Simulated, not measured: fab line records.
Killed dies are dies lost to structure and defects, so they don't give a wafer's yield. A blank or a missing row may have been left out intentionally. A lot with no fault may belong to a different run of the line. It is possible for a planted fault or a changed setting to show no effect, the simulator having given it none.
fab line records ; flow ritCmos
record: lots: 14; wafers: 42; lastDay: 7
route steps=202 shown PRETRO@73 NSD@140 CONTACT@181 M1@190
lots untouched by any fault: they come from a run of this same line in which no faults occurred
startH: the number of hours between the record's first day and the start of the first shown wafer of the lot ; waitH: time in hours since the lot's previous step ; " same as the row above ; L1.1+2: a single row standing in for several wafers ; - either no value or no given start ; * or withheld: withheld ; < > ~ a bound
route shown NAME@n: names a module that has steps shown in the file, with the first one's number in the route ; usual: mean/standard deviation taken from wafers without a fault ; same: alike in all rows ; chamber/n: place in a boat ; sites: the reading at each site ; _std_site: their standard deviation ; _edge_site: the outer-site mean with the inner-site mean subtracted ; radiusMm: for every site, how far away it sits from the centre of the wafer ; mask NAME#n: copy n ; behind: tool/chamber where the wafer was last shaped ; hold: reason for holding the lot/hours on hold/outcome of the hold ; device: transistor that didn't switch, given as n, p or np ; end of line: tests of these same wafers at the route's end ; step lacking rows: just its recipe ; killed: at the first sort, the dies lost to defects and structure; wafer yield is something else ; map: a wafer's dies, x killed, . not, _ none there
set.NAME: the setting that was run; set.NAME@STEP: the one run at that earlier step ; model.NAME: the simulator's own value behind a step, which no gauge read
a sample of lots followed through the steps of the route, with each step as a table and each wafer as a row
services: when a tool's chamber went out of use (startH, in hours from the record's first day, below 0 if earlier), for how many hours, and the reason
== steps ==
step: RIT_PRETRO_STRIP_09
recipe: chemistry: O2; timeS: 180; resist: NOVOLAK; platenTempC: withheld; powerW: 500; pressureMtorr: 4000; o2FlowSccm: 4000
usual: drypumpMotorCurrentA: 5.56/0.28; o2FlowSccm: 4000/12
lot.wafer;tool;chamber;startH;waitH;drypumpMotorCurrentA;o2FlowSccm;rfHoursCounterH
L200.3;plasmaAsher-02;1;34.43;0.1;5.67;4005;-
L200.5;plasmaAsher-02;0;34.43;0.1;5.12;4014;-
L200.6;plasmaAsher-02;1;34.43;0.1;5.69;3984;-
L202.3;plasmaAsher-01;0;42.31;0.1;5.55;4001;-
L202.5;plasmaAsher-01;1;42.31;0.1;6.06;3990;-
L202.6;plasmaAsher-01;0;42.31;0.1;5.53;4011;-
L203.3;plasmaAsher-01;1;48.06;0.1;6.08;3992;-
L203.4;plasmaAsher-01;0;48.06;0.1;5.58;3996;-
L203.6;plasmaAsher-01;1;48.06;0.1;6.06;4009;-
L204.1;plasmaAsher-01;1;54.17;0.1;6.03;4010;41
L204.2;plasmaAsher-01;0;54.17;0.1;5.58;4012;41
L204.3;plasmaAsher-01;1;54.17;0.1;6.06;4014;-
L205.2;plasmaAsher-02;1;62.44;0.1;5.70;4008;26
L205.3;plasmaAsher-02;0;62.44;0.1;5.12;4017;-
L205.6;plasmaAsher-02;0;62.44;0.1;5.13;4007;-
L207.2;plasmaAsher-02;1;71.33;0.1;5.66;3995;27
L207.3;plasmaAsher-02;1;71.33;0.1;5.67;4000;-
L207.6;plasmaAsher-02;0;71.33;0.1;5.12;3987;-
L209.3;plasmaAsher-03;1;84.78;0.1;5.63;3997;-
L209.5;plasmaAsher-03;0;84.78;0.1;5.52;3988;-
L209.6;plasmaAsher-03;1;84.78;0.1;5.64;4014;-
L210.1;plasmaAsher-03;1;87.63;0.1;5.63;4006;44
L210.4;plasmaAsher-03;0;87.63;0.1;5.53;4008;-
L210.6;plasmaAsher-03;1;87.63;0.1;5.66;3998;-
L211.3;plasmaAsher-02;0;93.07;0.1;5.12;4018;-
L211.5;plasmaAsher-02;1;93.07;0.1;5.70;3992;-
L211.6;plasmaAsher-02;0;93.07;0.1;5.13;4006;-
L213.1;plasmaAsher-03;0;101.50;0.1;5.55;3977;45
L213.2;plasmaAsher-03;1;101.50;0.1;5.64;4012;45
L213.3;plasmaAsher-03;1;101.50;0.1;5.60;4001;-
L215.2;plasmaAsher-03;1;108.33;0.1;5.64;3991;46
L215.3;plasmaAsher-03;1;108.33;0.1;5.64;4009;-
L215.5;plasmaAsher-03;1;108.33;0.1;5.64;3997;-
L216.2;plasmaAsher-02;0;115.91;0.1;5.12;3978;32
L216.3;plasmaAsher-02;0;115.91;0.1;5.14;3996;-
L216.6;plasmaAsher-02;0;115.91;0.1;5.13;4001;-
L218.4;plasmaAsher-02;1;125.67;0.1;5.71;4012;-
L218.5;plasmaAsher-02;1;125.67;0.1;5.69;3975;-
L218.6;plasmaAsher-02;0;125.67;0.1;5.10;3979;-
L221.1;plasmaAsher-03;1;139.01;0.1;5.64;3999;2
L221.2;plasmaAsher-03;0;139.01;0.1;5.55;4031;2
L221.3;plasmaAsher-03;0;139.01;0.1;5.55;4017;-
step: RIT_NSD_STRIP_09
recipe: chemistry: O2; timeS: 180; resist: NOVOLAK; platenTempC: withheld; powerW: 500; pressureMtorr: 4000; o2FlowSccm: 4000
usual: drypumpMotorCurrentA: 5.64/0.28; o2FlowSccm: 4001/11
lot.wafer;tool;chamber;startH;waitH;drypumpMotorCurrentA;o2FlowSccm;rfHoursCounterH
L200.3;plasmaAsher-01;0;52.05;0.1;5.55;4007;-
L200.5;plasmaAsher-01;0;52.05;0.1;5.55;3995;-
L200.6;plasmaAsher-01;1;52.05;0.1;6.07;4003;-
L202.3;plasmaAsher-01;1;59.15;0.1;6.06;3988;-
L202.5;plasmaAsher-01;0;59.15;0.1;5.53;4023;-
L202.6;plasmaAsher-01;1;59.15;0.1;6.05;3991;-
L203.3;plasmaAsher-02;1;70.78;0.1;5.70;4000;-
L203.4;plasmaAsher-02;0;70.78;0.1;5.12;4000;-
L203.6;plasmaAsher-02;1;70.78;0.1;5.68;4004;-
L204.1;plasmaAsher-03;0;76.36;0.1;5.53;4018;43
L204.2;plasmaAsher-03;1;76.36;0.1;5.63;3989;43
L204.3;plasmaAsher-03;0;76.36;0.1;5.54;4002;-
L205.2;plasmaAsher-01;1;84.09;0.1;6.04;3994;44
L205.3;plasmaAsher-01;1;84.09;0.1;6.03;3996;-
L205.6;plasmaAsher-01;1;84.09;0.1;6.05;4003;-
L207.2;plasmaAsher-03;0;91.41;0.1;5.52;4003;44
L207.3;plasmaAsher-03;0;91.41;0.1;5.51;3997;-
L207.6;plasmaAsher-03;1;91.41;0.1;5.64;4011;-
L209.3;plasmaAsher-02;1;101.75;0.1;5.69;4017;-
L209.5;plasmaAsher-02;1;101.75;0.1;5.67;4012;-
L209.6;plasmaAsher-02;0;101.75;0.1;5.10;3999;-
L210.1;plasmaAsher-03;1;105.25;0.1;5.66;3998;46
L210.4;plasmaAsher-03;1;105.25;0.1;5.65;3982;-
L210.6;plasmaAsher-03;0;105.25;0.1;5.55;4000;-
L211.3;plasmaAsher-01;1;113.29;0.1;6.07;4006;-
L211.5;plasmaAsher-01;0;113.29;0.1;5.55;4000;-
L211.6;plasmaAsher-01;1;113.29;0.1;6.07;4001;-
L213.1;plasmaAsher-01;1;118.36;0.1;6.07;3993;48
L213.2;plasmaAsher-01;0;118.36;0.1;5.56;4012;48
L213.3;plasmaAsher-01;1;118.36;0.1;6.05;3985;-
L215.2;plasmaAsher-01;0;125.66;0.1;5.56;4001;49
L215.3;plasmaAsher-01;1;125.66;0.1;6.04;3988;-
L215.5;plasmaAsher-01;1;125.66;0.1;6.04;3972;-
L216.2;plasmaAsher-03;0;132.72;0.1;5.53;3999;2
L216.3;plasmaAsher-03;1;132.72;0.1;5.63;4003;-
L216.6;plasmaAsher-03;0;132.72;0.1;5.55;4014;-
L218.4;plasmaAsher-03;1;142.53;0.1;5.62;4016;-
L218.5;plasmaAsher-03;1;142.53;0.1;5.65;4013;-
L218.6;plasmaAsher-03;0;142.53;0.1;5.54;4007;-
L221.1;plasmaAsher-03;0;161.23;0.1;5.55;3993;4
L221.2;plasmaAsher-03;1;161.23;0.1;5.65;4007;4
L221.3;plasmaAsher-03;1;161.23;0.1;5.63;3999;-
step: RIT_CONTACT_CD_MEAS_90
recipe: targetCdNm: 1000
usual: cdNm: 999.8/1.9
lot.wafer;tool;chamber;startH;waitH;cdNm
L200.3;cdSem-01;-;57.15;0.1;999.8
L200.5;cdSem-01;-;57.15;0.1;999.2
L200.6;cdSem-01;-;57.15;0.1;998.2
L202.3;cdSem-02;-;64.12;0.1;1003.4
L202.5;cdSem-02;-;64.12;0.1;1000.2
L202.6;cdSem-02;-;64.12;0.1;999.8
L203.3;cdSem-01;-;75.59;0.1;1000.8
L203.4;cdSem-01;-;75.59;0.1;1000.4
L203.6;cdSem-01;-;75.59;0.1;998.3
L204.1;cdSem-01;-;81.68;0.1;1003.9
L204.2;cdSem-01;-;81.68;0.1;1002.8
L204.3;cdSem-01;-;81.68;0.1;1002.8
L205.2;cdSem-02;-;89.20;0.1;998.6
L205.3;cdSem-02;-;89.20;0.1;999.6
L205.6;cdSem-02;-;89.20;0.1;999.2
L207.2;cdSem-02;-;96.70;0.1;1002.8
L207.3;cdSem-02;-;96.70;0.1;1002.3
L207.6;cdSem-02;-;96.70;0.1;1003.3
L209.3;cdSem-02;-;106.74;0.1;1000.1
L209.5;cdSem-02;-;106.74;0.1;1000.3
L209.6;cdSem-02;-;106.74;0.1;997.7
L210.1;cdSem-02;-;110.47;0.1;1001.2
L210.4;cdSem-02;-;110.47;0.1;1000.2
L210.6;cdSem-02;-;110.47;0.1;998.2
L211.3;cdSem-02;-;118.18;0.1;998.6
L211.5;cdSem-02;-;118.18;0.1;1000.6
L211.6;cdSem-02;-;118.18;0.1;998.9
L213.1;cdSem-02;-;123.50;0.1;997.3
L213.2;cdSem-02;-;123.50;0.1;997.0
L213.3;cdSem-02;-;123.50;0.1;999.1
L215.2;cdSem-01;-;130.94;0.1;1000.9
L215.3;cdSem-01;-;130.94;0.1;1001.4
L215.5;cdSem-01;-;130.94;0.1;1002.4
L216.2;cdSem-02;-;137.77;0.1;999.7
L216.3;cdSem-02;-;137.77;0.1;999.5
L216.6;cdSem-02;-;137.77;0.1;1000.4
L218.4;cdSem-02;-;147.41;0.1;1000.5
L218.5;cdSem-02;-;147.41;0.1;997.1
L218.6;cdSem-02;-;147.41;0.1;1001.3
L221.1;cdSem-02;-;166.34;0.1;999.6
L221.2;cdSem-02;-;166.34;0.1;999.0
L221.3;cdSem-02;-;166.34;0.1;999.3
step: RIT_M1_EXPOSE_06
recipe: maskId: M12; na: 0.6; sourceShape: conventional; sigmaOuter: 0.5; targetCdNm: 2600; doseMj: 250
usual: exposureDoseMJCm2: 252.09/0.23; focusOffsetNm: 0.0/0.53
lot.wafer;tool;chamber;startH;waitH;mask;exposureDoseMJCm2;focusOffsetNm
L200.3;ilineStepper-02;0;58.56;0.1;M12#0;252.18;0.0
L200.5;ilineStepper-02;0;58.56;0.1;M12#0;251.86;0.1
L200.6;ilineStepper-02;0;58.56;0.1;M12#0;251.86;-0.2
L202.3;ilineStepper-02;0;65.64;0.2;M12#0;252.20;-1.0
L202.5;ilineStepper-02;0;65.64;0.2;M12#0;252.17;0.1
L202.6;ilineStepper-02;0;65.64;0.2;M12#0;252.46;-0.9
L203.3;ilineStepper-02;0;76.98;0.1;M12#0;252.36;-0.7
L203.4;ilineStepper-02;0;76.98;0.1;M12#0;251.90;1.5
L203.6;ilineStepper-02;0;76.98;0.1;M12#0;252.15;-0.9
L204.1;ilineStepper-02;0;83.08;0.1;M12#0;252.19;-0.2
L204.2;ilineStepper-02;0;83.08;0.1;M12#0;252.09;0.0
L204.3;ilineStepper-02;0;83.08;0.1;M12#0;251.97;-0.2
L205.2;ilineStepper-02;0;90.73;0.3;M12#0;251.99;1.5
L205.3;ilineStepper-02;0;90.73;0.3;M12#0;251.68;0.7
L205.6;ilineStepper-02;0;90.73;0.3;M12#0;251.93;0.1
L207.2;ilineStepper-01;0;98.22;0.2;M12#0;252.32;-0.9
L207.3;ilineStepper-01;0;98.22;0.2;M12#0;252.14;-0.2
L207.6;ilineStepper-01;0;98.22;0.2;M12#0;252.10;0.1
L209.3;ilineStepper-02;0;108.38;0.3;M12#0;252.28;0.7
L209.5;ilineStepper-02;0;108.38;0.3;M12#0;252.12;-0.7
L209.6;ilineStepper-02;0;108.38;0.3;M12#0;252.14;0.3
L210.1;ilineStepper-01;0;112.02;0.2;M12#0;252.40;0.0
L210.4;ilineStepper-01;0;112.02;0.2;M12#0;252.58;0.2
L210.6;ilineStepper-01;0;112.02;0.2;M12#0;252.47;-0.5
L211.3;ilineStepper-02;0;119.70;0.2;M12#0;251.99;-0.4
L211.5;ilineStepper-02;0;119.70;0.2;M12#0;252.62;0.0
L211.6;ilineStepper-02;0;119.70;0.2;M12#0;252.42;0.2
L213.1;ilineStepper-01;0;125.02;0.2;M12#0;252.08;0.2
L213.2;ilineStepper-01;0;125.02;0.2;M12#0;251.92;-0.3
L213.3;ilineStepper-01;0;125.02;0.2;M12#0;252.00;0.8
L215.2;ilineStepper-02;-;132.50;0.2;M12#0;-;-
L215.3;ilineStepper-02;-;132.50;0.2;M12#0;-;-
L215.5;ilineStepper-02;-;132.50;0.2;M12#0;-;-
L216.2;ilineStepper-02;-;139.17;0.1;M12#0;-;-
L216.3;ilineStepper-02;-;139.17;0.1;M12#0;-;-
L216.6;ilineStepper-02;-;139.17;0.1;M12#0;-;-
L218.4;ilineStepper-02;0;148.94;0.2;M12#0;252.25;0.5
L218.5;ilineStepper-02;0;148.94;0.2;M12#0;252.33;-0.6
L218.6;ilineStepper-02;0;148.94;0.2;M12#0;252.10;-0.4
L221.1;ilineStepper-01;0;167.86;0.2;M12#0;252.07;-0.4
L221.2;ilineStepper-01;0;167.86;0.2;M12#0;252.33;-0.7
L221.3;ilineStepper-01;0;167.86;0.2;M12#0;252.22;0.3
== services ==
tool;chamber;startH;hours;kind
plasmaAsher-03;-;44.25;10.6;repair
plasmaAsher-02;-;48.76;7.4;repair
ilineStepper-01;0;54.26;-;calibration
plasmaAsher-02;-;97.46;1.3;repair
ilineStepper-01;-;107.67;2.1;pm
plasmaAsher-03;-;108.75;9.0;pm
plasmaAsher-03;0;108.75;9.0;ventCycle
plasmaAsher-03;1;108.75;9.0;ventCycle
ilineStepper-01;-;109.76;-;consumableReplace:lamp
ilineStepper-01;-;117.13;4.4;pm
plasmaAsher-03;0;117.75;-;clean
plasmaAsher-03;1;117.75;-;clean
ilineStepper-02;0;134.74;-;calibration
plasmaAsher-01;-;160.25;2.8;pm
== key ==
firstSign: step: RIT_M1_EXPOSE_06; reading: toolRecord; direction: missing
effect none on later readings
metAt RIT_M1_EXPOSE_06
struckLots L215,L216
laterRowsLeftOut L215.2,L215.3,L215.5,L216.2,L216.3,L216.6
sortLeftOut L215.2,L215.3,L215.5,L216.2,L216.3,L216.6
notActingAt RIT_PRETRO_STRIP_09,RIT_NSD_STRIP_09,RIT_CONTACT_CD_MEAS_90
onsetBetween 119.70 132.50
fault: kind: skippedStepWhole; tool: ilineStepper-02; chamber: -; onsetH: 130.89; steps: RIT_M1_EXPOSE_06; scope: struckLotsOnly
sortLeftOut: the simulated sort isn't trusted on such a fault, so these wafers' sort isn't shown, and their yield isn't known
laterRowsLeftOut: the simulator's readings of these wafers behind a module that went badly wrong aren't trusted and aren't shown, but for the sort
